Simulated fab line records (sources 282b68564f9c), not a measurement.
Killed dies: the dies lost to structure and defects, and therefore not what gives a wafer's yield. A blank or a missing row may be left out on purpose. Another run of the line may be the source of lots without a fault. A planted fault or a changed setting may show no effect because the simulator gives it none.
One fault seen from 2 desks / flow ritCmos / what lay behind the numbers comes last; until then each desk has only its own

## FROM THE METROLOGY DESK
What the gauges read, lot by lot, whatever tool the lot ran on: means of the sampled wafers that have a number. If a lot's mean is further than 4 standard deviations from the usual mean, the lot is out of limits and carries the mark OUT (the distance appears in the brackets).
Columns: A = NLDD_OVL at RIT_NLDD_OVL_MEAS_06, usual 0.3 nm; B = PLDD_OVL at RIT_PLDD_OVL_MEAS_06, usual -0.2 nm
lot=L662; first seen here=day 3 04:26; A=-0.6; B=0.0
lot=L663; first seen here=day 3 08:54; A=0.1; B=-1.8
lot=L664; first seen here=day 3 14:17; A=0.1; B=0.3
lot=L665; first seen here=day 3 19:55; A=-2.8; B=1.3
lot=L666; first seen here=day 4 02:36; A=-1.2; B=-0.1
lot=L667; first seen here=day 4 05:13; A=0.1; B=1.5
lot=L669; first seen here=day 4 16:28; A=0.4; B=-0.1
lot=L671; first seen here=day 4 22:03; A=-0.8; B=0.6
lot=L678; first seen here=day 6 07:25; A=2.3; B=-1.8
lot=L682; first seen here=day 7 01:43; A=0.6; B=-0.1
lot=L683; first seen here=day 7 09:05; A=-0.2; B=-1.1
lot=L684; first seen here=day 7 15:53; A=-0.4; B=-0.1
lot=L685; first seen here=day 7 22:50; A=0.7; B=0.6
This desk's verdict: no lot among the 13 shows anything out of limits.

## THE TOOL OWNER'S DESK: rieDiel-04
The tool's own readings at RIT_SPACER_ETCHBACK_05 (etches Si3N4 in SF6/CHF3, stops on SiO2, target depth 250 nm, time 240 s): means of the sampled wafers that have a number, for each lot that ran on this tool. If a lot's mean is further than 4 standard deviations from the usual mean, the lot is out of limits and carries the mark OUT (the distance appears in the brackets).
Columns: A = chamberPressureMTorr at RIT_SPACER_ETCHBACK_05, usual 40.00 mTorr; B = drypumpMotorCurrentA at RIT_SPACER_ETCHBACK_05, usual 5.6 A; C = oesProductAu at RIT_SPACER_ETCHBACK_05, usual 0.841 a.u.; D = rfFwdPowerW at RIT_SPACER_ETCHBACK_05, usual 249.3 W; E = throttleValvePct at RIT_SPACER_ETCHBACK_05, usual 10.30 %
lot=L662; first seen here=day 3 08:46; A=39.98; B=5.0; C=0.836; D=250.1; E=10.37
lot=L664; first seen here=day 3 18:37; A=39.98; B=5.0; C=0.843; D=248.9; E=10.35
lot=L665; first seen here=day 4 00:23; A=40.02; B=5.5; C=0.852; D=250.0; E=10.27
lot=L666; first seen here=day 4 07:04; A=40.00; B=5.3; C=0.848; D=248.7; E=10.31
lot=L669; first seen here=day 4 21:06; A=39.96; B=5.2; C=0.840; D=262.3 (+18) OUT; E=10.31
This desk's verdict: out of limits on L669, starting with L669 at day 4 21:06 (rfFwdPowerW at RIT_SPACER_ETCHBACK_05). L662, L664, L665, L666: within limits.

## TAKEN TOGETHER
An alarm could have come from the tool owner's desk at day 4 21:06, on L669.
From the metrology desk's view, nothing was out of limits.
The metrology desk holds a record of L669, inside its limits.
Every lot named ran RIT_SPACER_ETCHBACK_05 on rieDiel-04.

## WHAT THE SIMULATOR PUT IN
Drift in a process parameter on rieDiel-04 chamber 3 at RIT_SPACER_ETCHBACK_05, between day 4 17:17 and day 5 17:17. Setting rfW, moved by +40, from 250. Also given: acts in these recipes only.
Shown lots that were struck: L669.
Each desk's first reading out of limits, in hours after the fault started: the tool owner's desk, 4.
